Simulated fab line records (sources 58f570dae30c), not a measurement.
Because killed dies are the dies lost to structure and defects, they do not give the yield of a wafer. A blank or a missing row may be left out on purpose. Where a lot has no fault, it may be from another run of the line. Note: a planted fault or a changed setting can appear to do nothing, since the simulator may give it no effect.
Problem report in the 8D (eight disciplines) form, filled by code + flow berkeley cmos170 + the parts of the form that need people (team, actions taken, sign-off) are left out

== 1. THE ISSUE ==
Across 6 wafers from 2 lots, PVT_TW at UCB170_PVT_TW_MEAS_09 averages 485, while fault-free wafers read 513 with a standard deviation of 5.1. That puts it -5.4 standard deviations away from the usual mean.
First observed at day 9 13:49: wafer L975.4, on film metro-02. The record has a number at this step for 42 wafers belonging to 14 lots. The rule behind "out" and "out of limits": a value lying over 4 standard deviations away from the usual mean. All remaining wafers that have a number are taken as sound.

== 2. WHAT IT IS, WHAT IT ISN'T ==
| question                    | is                           | is not                                                                                 |
|-----------------------------|------------------------------|----------------------------------------------------------------------------------------|
| which readings at this step | PVT_TW                       | -                                                                                      |
| which lots                  | L975, L977                   | L961, L962, L963, L964, L965, L966, L967, L968, L979, L981, L983, L984                 |
| which wafers of those lots  | all that have a number       | -                                                                                      |
| read on which gauges        | film metro-02, film metro-03 | film metro-01                                                                          |
| when                        | from day 9 13:49             | up to then (24 sound wafers); but 12 sound wafers of L979, L981, L983, L984 came after |

== 3. WHAT RULES OUT EACH SUSPECT ==
Counting: a tool at any process step up to the reading remains a suspect when it ran all the lots that are out and ran no sound lot after the first of those.
- the gauge at UCB170_PVT_TW_MEAS_09 has been ruled out. 2 gauges (film metro-02, film metro-03) read the wafers that are out.
- implanter-01 at UCB170_PVT_IMPLANT_07: kept. Every lot that is out went through it, starting with L975 (day 9 13:37), and after that it ran no sound lot; the last sound lot it ran before then is L968 (day 7 17:34). Its own readings are out on those wafers: dose ions cm2, faraday current uA.
Left after counting: implanter-01 at UCB170_PVT_IMPLANT_07.

== 4. THE CAUSE (what the simulator had put in) ==
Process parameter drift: implanter-01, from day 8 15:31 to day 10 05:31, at UCB170_PVT_IMPLANT_07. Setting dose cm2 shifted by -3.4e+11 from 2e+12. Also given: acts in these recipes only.
This tool alone remained once counting was done.

== 5. THE EFFECT CHAIN, in route order ==
Rows list readings where the struck wafers' mean (over those with a number) sits beyond 3 standard deviations from the usual. Readings are gone through only where the record gives a usual standard deviation; hours: the median, over the lots, of the time from a lot's start at the first step in this table giving one to that lot's start at this step; sigmas: the change measured in usual standard deviations.
| hours | step                  | reading            | usual      | on struck wafers | change      | sigmas      |
|-------|-----------------------|--------------------|------------|------------------|-------------|-------------|
| 0     | UCB170_PVT_IMPLANT_07 | dose ions cm2      | 1.9998e+12 | 1.6575e+12       | -3.4230e+11 | -99 or more |
| 0     | UCB170_PVT_IMPLANT_07 | faraday current uA | 6.34       | 5.25             | -1.09       | -9.1        |
| 0     | UCB170_PVT_TW_MEAS_09 | PVT_TW             | 513        | 485              | -28         | -5.4        |
The process steps in it:
- UCB170_PVT_IMPLANT_07
Later measuring or inspecting steps at which every struck wafer that the step has a row for has a number for every such reading, and none has moved that far: UCB170_V2_OVL_MEAS_13.

== 6. HOW IT WOULD HAVE BEEN CAUGHT EARLIER ==
Counted from the fault's start at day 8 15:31, it took 22 hours until the first out-of-limits reading at a measuring or inspecting step in this record, taken at day 9 13:49.
At UCB170_PVT_IMPLANT_07, the tool's own readings (dose ions cm2, faraday current uA) were out on each struck wafer the step has a row for, so an alarm limit on them would have fired on the first such wafer.
Of the lots that are out (2), L977 began UCB170_PVT_IMPLANT_07 on implanter-01 after day 9 13:49. Had the tool been put on hold then, it would have been spared.
